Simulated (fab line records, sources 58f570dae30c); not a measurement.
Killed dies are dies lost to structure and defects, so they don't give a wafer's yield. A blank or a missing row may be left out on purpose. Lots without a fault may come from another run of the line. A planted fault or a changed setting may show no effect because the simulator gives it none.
Chamber matching | flow berkeley_cmos170 | UCB170_V1_CMP_02 on cmp-01: 4 sister chambers
The step polishes SiO2. 8 wafers are shown with their chamber, then 10 later ones without.

WAFERS WITH THEIR CHAMBER
wafer  | chamber | motor_current_A (A) | head_pressure_psi (psi)
L712.5 | 2       | 14.4                | 5.974
L716.2 | 2       | 14.3                | 6.004
L717.4 | 1       | 15.2                | 5.997
L714.2 | 3       | 17.2                | 5.998
L714.3 | 0       | 12.9                | 5.996
L714.4 | 1       | 15.2                | 5.997
L719.1 | 3       | 17.6                | 5.977
L719.3 | 0       | 12.2                | 5.994

WAFERS WITHOUT THEIR CHAMBER
wafer  | motor_current_A (A) | head_pressure_psi (psi)
L719.4 | 16.4                | 5.981
L726.1 | 16.4                | 6.002
L726.3 | 12.1                | 6.015
L726.5 | 16.8                | 6.000
L727.1 | 16.8                | 5.987
L727.3 | 14.0                | 5.980
L727.6 | 14.3                | 5.981
L731.1 | 16.0                | 6.004
L731.5 | 15.3                | 6.001
L731.6 | 14.7                | 5.990

WHICH CHAMBER EACH WENT THROUGH
wafer  | from the rows above     | in truth
L719.4 | can't be placed: 3 or 1 | 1
L726.1 | can't be placed: 3 or 1 | 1
L726.3 | 0                       | 0
L726.5 | 3                       | 3
L727.1 | 3                       | 3
L727.3 | 2                       | 2
L727.6 | 2                       | 2
L731.1 | 1                       | 1
L731.5 | 1                       | 1
L731.6 | can't be placed: 2 or 1 | 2
Placed correctly: 7 of 10. Can't be placed from these rows: 3 (the true chamber is among the candidates in 3). Placed wrongly: 0.
How it was worked out, from the rows above alone: a wafer's distance from a chamber is the root of the sum, over the readings, of the square of ((its reading less the chamber's mean) divided by the reading's scatter). The wafer belongs to the nearest chamber; if the next one is less than 2 further off, it can't be placed. A chamber's mean is the mean of its shown wafers. The scatter: the root of (the sum of the squares of (reading less its chamber's mean) over the shown wafers, divided by (wafers less chambers)).
